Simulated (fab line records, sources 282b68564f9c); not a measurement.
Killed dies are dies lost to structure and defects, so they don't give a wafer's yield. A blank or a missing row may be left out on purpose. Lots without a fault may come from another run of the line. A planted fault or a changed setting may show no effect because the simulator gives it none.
A struck lot beside a sound one | flow rit_cmos | 17 steps out of a route of 202
Sound: wafers L458.2, L458.3, L458.5. Struck: wafers L468.1, L468.3, L468.5. The cause comes at the end.
At each step with rows: each side's tool, then ch and its chambers, then its first start. Under that, the readings that differ: sound wafers | struck wafers | difference of the means | sigmas: that difference in standard deviations of wafers without a fault.
alike: readings whose means differ by less than 2 such deviations, and words and numbers that are the same on both sides. not compared: withheld readings, readings that some wafer has no value for, bounds like >300 that may hide the same value, and numbers for which the record gives no deviation and whose values overlap.
The two part at a step that has a row with sigmas, a row that says differs or no value, or rows on one side only. Numbers that don't overlap but have no deviation are shown without sigmas and don't part them. A reading that every wafer of one side lacks parts them only if that side has two wafers or more.

first, 2 steps without rows for these wafers: RIT_NRETRO_HARDBAKE_07 (time 120 s); RIT_NRETRO_IMPLANT_08.
RIT_NRETRO_STRIP_09: strips in O2, time 180 s.
  sound on plasma_asher-04 ch 0,1, day 3 04:52; struck on plasma_asher-01 ch 0,1, day 5 04:40
  alike: drypump_motor_current_A
  not compared: rf_hours_counter_h
RIT_NRETRO_TW_MEAS_10:
  sound on film_metro-04, day 3 05:03; struck on film_metro-02, day 5 04:50
  reading   | sound          | struck         | difference | sigmas
  NRETRO_TW | 1072 1072 1076 | 1050 1050 1051 | -23        | -2
then, 6 steps without rows for these wafers: RIT_PRETRO_HMDS_00 (prime time 60 s); RIT_PRETRO_COAT_01 (resist thk 1300 nm); RIT_PRETRO_SOFTBAKE_02 (time 60 s); RIT_PRETRO_EXPOSE_03 (exposes mask M5, target cd 43700 nm); RIT_PRETRO_PEB_04; RIT_PRETRO_DEVELOP_05 (develop time 66.59 s).
RIT_PRETRO_OVL_MEAS_06:
  sound on overlay-02, day 3 05:59; struck on overlay-02, day 5 05:53
  alike: PRETRO_OVL
then, 1 step without rows for these wafers: RIT_PRETRO_HARDBAKE_07 (time 120 s).
RIT_PRETRO_IMPLANT_08:
  sound on implanter-02 ch 0, day 3 06:17; struck on implanter-01 ch 0, day 5 06:11
  reading                          | sound                      | struck                       | difference | sigmas
  beam_on_s (s)                    | 10.04 9.86 9.79            | 12.31 12.56 12.02            | +2.40      | +13
  end_station_pressure_torr (Torr) | 5.18e-06 4.85e-06 4.14e-06 | 9.41e-05 9.223e-05 9.215e-05 | +8.81e-05  | +99 or more
  faraday_current_uA               | 38.2 38.5 38.6             | 31.4 30.4 31.8               | -7.2       | -10
RIT_PRETRO_STRIP_09: strips in O2, time 180 s.
  sound on plasma_asher-04 ch 0,1, day 3 06:25; struck on plasma_asher-03 ch 0,1, day 5 06:20
  reading                     | sound       | struck      | difference | sigmas
  drypump_motor_current_A (A) | 6.9 5.8 6.9 | 5.1 5.2 5.1 | -1.4       | -2
  not compared: rf_hours_counter_h
RIT_PRETRO_TW_MEAS_10:
  sound on film_metro-01, day 3 06:36; struck on film_metro-01, day 5 06:30
  reading   | sound       | struck      | difference | sigmas
  PRETRO_TW | 482 482 484 | 513 509 512 | +29        | +7
then, 1 step without rows for these wafers: RIT_GATE_WET_ETCH_00 (etches SiO2 in BOE, target depth 56 nm, time 60 s).
RIT_M1_PROBE_99:
  sound on prober-02, day 4 11:01; struck on prober-02, day 6 11:25
  reading                                    | sound                | struck               | difference | sigmas
  model.etest.nmos_0p3.drive_ua_um           | 219.8 220.7 215.2    | 211.6 203.5 209.9    | -10.2      |
  model.etest.nmos_0p15.off_log10_a_um       | -10.16 -10.27 -10.39 | -10.74 -10.85 -10.7  | -0.49      |
  model.etest.retro_edge_nmos.off_log10_a_um | -10.09 -10.1 -10.29  | -10.67 -10.66 -10.49 | -0.45      |
  model.etest.diode_nplus_pwell.bv_v (V)     | 5.953 5.957 5.954    | 5.814 5.803 5.8      | -0.149     |
  alike: killed_at_contacts, killed_at_front_end, killed_dies, killed_open, killed_short
  not compared: model.etest.nmos_0p3.r_on_ohm_um, model.etest.nmos_turned.drive_ua_um, model.etest.nmos_0p15.drive_ua_um, model.etest.nmos_narrow.drive_ua_um

WHERE THEY PART
First at RIT_NRETRO_TW_MEAS_10; last, within this record, at RIT_PRETRO_TW_MEAS_10. Later steps at which nothing parts them and some readings are alike: RIT_M1_PROBE_99.

WHY: what the simulator had put in
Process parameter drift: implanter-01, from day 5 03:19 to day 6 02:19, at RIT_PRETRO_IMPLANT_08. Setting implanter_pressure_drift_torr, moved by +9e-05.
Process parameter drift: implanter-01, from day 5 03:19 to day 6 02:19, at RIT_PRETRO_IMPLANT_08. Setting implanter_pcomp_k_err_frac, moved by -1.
